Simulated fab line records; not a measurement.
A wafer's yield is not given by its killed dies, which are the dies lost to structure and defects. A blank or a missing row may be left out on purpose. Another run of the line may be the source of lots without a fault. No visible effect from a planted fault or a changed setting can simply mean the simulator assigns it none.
Comparing a struck lot with a sound one | flow berkeley cmos170 | 44 steps out of a route of 331
Sound: wafers L786.1, L786.3, L786.6. Struck: wafers L784.1, L784.2, L784.3. The cause is named last.
Order at every step that has rows: each side's tool, ch and its chambers, its first start. Under that, the readings that differ: sound wafers | struck wafers | difference of the means | sigmas: that difference in standard deviations of wafers without a fault.
alike: same words and numbers on both sides, and readings whose means sit less than 2 such deviations apart. not compared: any withheld reading, any reading some wafer has no value for, any bound like >300 that may hide the same value, and any number with overlapping values for which the record gives no deviation.
The two part at a step that has a row with sigmas, a row that says differs or no value, or rows on one side only. Non-overlapping numbers with no deviation appear without sigmas and do not part them. A reading missing from all wafers of one side parts the sides only when that side holds two or more wafers.

first, 7 steps without rows for these wafers: UCB170_ACTIVE_CLEAN_17 (cleans in SPM, time 600 s); UCB170_PFIELD_HMDS_00 (prime time 60 s); UCB170_PFIELD_COAT_01 (resist thk 900 nm); UCB170_PFIELD_SOFTBAKE_02 (time 60 s); UCB170_PFIELD_EXPOSE_03 (exposes mask PFIELD, target cd 1500 nm); UCB170_PFIELD_PEB_04; UCB170_PFIELD_DEVELOP_05 (develop time 45 s).
UCB170_PFIELD_OVL_MEAS_06:
  sound: overlay-01 at day 7 14:52; struck: overlay-02 at day 6 19:00
  alike: PFIELD_OVL
after that, 1 step had no rows for these wafers: UCB170_PFIELD_IMPLANT_07.
UCB170_PFIELD_STRIP_08: strips in O2.
  sound on plasma asher-03 ch 0,1, day 7 15:04; struck on plasma asher-03 ch 0,1, day 6 19:11
  alike: chamber pressure mTorr, drypump motor current A, oes product au, strip time to endpoint s
  not compared: rf hours counter h
UCB170_PFIELD_TW_MEAS_09:
  sound: film metro-02 at day 7 15:10; struck: film metro-03 at day 6 19:17
  reading   | sound       | struck      | difference | sigmas
  PFIELD_TW | 604 607 603 | 586 586 591 | -17        | -2
then, 1 step without rows for these wafers: UCB170_FIELD_CLEAN_00 (cleans in dHF, time 7.5 s).
UCB170_FIELD_OXIDATION_01: target thk 558.3 nm, ox time 7200 s.
  sound on furnace-01 ch 0, day 7 19:28; struck on furnace-04 ch 0, day 6 21:21
  reading                                      | sound                | struck               | difference | sigmas
  spike tc centre C (C)                        | 1002.6 1002.3 1002.9 | 1011.8 1012.2 1012.2 | +9.5       | +9
  spike tc load C (C)                          | 1025.4 1025.8 1028.3 | 1034.8 1035.0 1033.9 | +8.1       | +8
  spike tc source C (C)                        | 1025.3 1025.9 1025.0 | 1033.0 1031.8 1030.5 | +6.4       | +4
  tube center temp C (C)                       | 999.97 1000 999.91   | 1007.9 1007.9 1007.9 | +7.9       | +86
  tube_center_temp_C_max                       | 1002.7 1002.4 1002.4 | 1010.2 1010.0 1010.1 | +7.6       | +18
  model.SiO2_of_FIELD_OXIDATION_01.thk nm (nm) | 563.9 559.5 558.8    | 578.8 580.8 580.1    | +19.2      |
UCB170_FIELD_THK_MEAS_02:
  sound: film metro-03 at day 7 22:28; struck: film metro-02 at day 7 00:23
  reading              | sound       | struck      | difference | sigmas
  FIELD_OXIDE_THK (nm) | 563 559 559 | 579 581 580 | +20        | +2
then, 3 steps without rows for these wafers: UCB170_FIELD_ANNEAL_03 (time 1200 s); UCB170_FIELD_WET_ETCH_04 (etches SiO2 in dHF, time 61.03 s); UCB170_FIELD_WET_ETCH_05 (etches Si3N4 in H3PO4, time 12600 s).
UCB170_FIELD_WET_ETCH_06: etches SiO2 in BOE, time 22 s.
  sound on wet bench-04 ch 3, day 8 07:31; struck on wet bench-04 ch 2, day 7 09:34
  reading                                      | sound             | struck            | difference | sigmas
  model.SiO2_of_FIELD_OXIDATION_01.thk nm (nm) | 446.1 441.4 440.8 | 461.7 463.5 463.2 | +20.0      |
UCB170_FIELD_THK_MEAS_90:
  sound: film metro-02 at day 8 07:32; struck: film metro-03 at day 7 09:35
  reading                     | sound       | struck      | difference | sigmas
  FIELD_OXIDE_LEFT_1_THK (nm) | 446 441 441 | 462 463 463 | +20        | +2
then, 2 steps without rows for these wafers: UCB170_SACOX_CLEAN_00 (cleans in dHF, time 7.5 s); UCB170_SACOX_OXIDATION_01 (target thk 14.4 nm, ox time 2400 s).
UCB170_SACOX_THK_MEAS_02:
  sound: film metro-04 at day 8 15:22; struck: film metro-04 at day 7 15:28
  alike: SACOX_OXIDE_THK
then, 2 steps without rows for these wafers: UCB170_SCREENOX_WET_ETCH_00 (etches SiO2 in dHF, time 200 s); UCB170_SCREENOX_OXIDATION_01 (target thk 14.4 nm, ox time 2400 s).
UCB170_SCREENOX_THK_MEAS_02:
  sound: film metro-03 at day 8 19:33; struck: film metro-03 at day 7 21:30
  reading                 | sound             | struck            | difference | sigmas
  SCREENOX_OXIDE_THK (nm) | 14.61 14.61 14.68 | 14.21 14.14 14.11 | -0.48      | -2
then, 3 steps without rows for these wafers: UCB170_SCREENOX_ANNEAL_03 (time 900 s); UCB170_NVT_HMDS_00 (prime time 60 s); UCB170_NVT_COAT_01 (resist thk 900 nm).
UCB170_NVT_SOFTBAKE_02: time 62.46 s.
  sound on litho track-03 ch 0, day 9 00:58; struck on litho track-04 ch 0, day 8 03:46
  alike: plate sensor t centre C, plate sensor t edge C
then, 3 steps without rows for these wafers: UCB170_NVT_EXPOSE_03 (exposes mask PWELL, target cd 3000 nm); UCB170_NVT_PEB_04; UCB170_NVT_DEVELOP_05 (develop time 45 s).
UCB170_NVT_OVL_MEAS_06:
  sound: overlay-02 at day 9 01:30; struck: overlay-01 at day 8 04:26
  alike: NVT_OVL
after that, 1 step had no rows for these wafers: UCB170_NVT_IMPLANT_07.
UCB170_NVT_STRIP_08: strips in O2.
  sound on plasma asher-01 ch 1, day 9 01:41; struck on plasma asher-01 ch 0,1, day 8 04:37
  alike: chamber pressure mTorr, drypump motor current A, oes product au, strip time to endpoint s
  not compared: rf hours counter h
UCB170_NVT_TW_MEAS_09:
  sound: film metro-01 at day 9 01:47; struck: film metro-02 at day 8 04:43
  alike: NVT_TW
then, 6 steps without rows for these wafers: UCB170_NVT_CLEAN_10 (cleans in SPM, time 600 s); UCB170_PVT_HMDS_00 (prime time 60 s); UCB170_PVT_COAT_01 (resist thk 900 nm); UCB170_PVT_SOFTBAKE_02 (time 60 s); UCB170_PVT_EXPOSE_03 (exposes mask NWELL, target cd 3000 nm); UCB170_PVT_PEB_04.
UCB170_FIELD_THK_MEAS_91:
  sound: film metro-02 at day 9 04:43; struck: film metro-04 at day 8 06:23
  reading                     | sound       | struck      | difference | sigmas
  FIELD_OXIDE_LEFT_2_THK (nm) | 358 353 353 | 374 375 376 | +20        | +2
-- the record jumps here: 3 days lie between the struck wafers' starts before and after (it left off in module FIELD and takes up again in module M3, whose first step shown is number 331 of the route) --
UCB170_M3_PROBE_99:
  sound: prober-01 at day 11 17:49; struck: prober-01 at day 10 20:56
  reading                              | sound               | struck               | difference | sigmas
  model.etest.pldd.line ohm um         | 1799 1835 1835      | 1782 1643 1720       | -108       |
  model.etest.nldd.line ohm um         | 1278 1265 1267      | 1302 1304 1320       | +39        |
  model.etest.nldd.width nm (nm)       | 611.5 618.2 618.5   | 581.9 585.1 585.3    | -32.0      |
  model.etest.pldd.width nm (nm)       | 613.8 618.6 618.1   | 583.9 585 584        | -32.5      |
  model.etest.iso pplus pwell.bv v (V) | 22.46 22.12 21.73   | 24.07 24.01 23.95    | +1.91      |
  model.etest.field p.vt v (V)         | -21.26 -20.98 -20.9 | -21.83 -21.94 -21.97 | -0.87      |
  not compared: model.etest.nmos narrow.drive ua um, model.etest.pmos narrow.drive ua um

== WHERE THEY PART ==
Earliest at UCB170_PFIELD_TW_MEAS_09; latest, in this record, at UCB170_FIELD_THK_MEAS_91.

WHY: what had been put in by the simulator
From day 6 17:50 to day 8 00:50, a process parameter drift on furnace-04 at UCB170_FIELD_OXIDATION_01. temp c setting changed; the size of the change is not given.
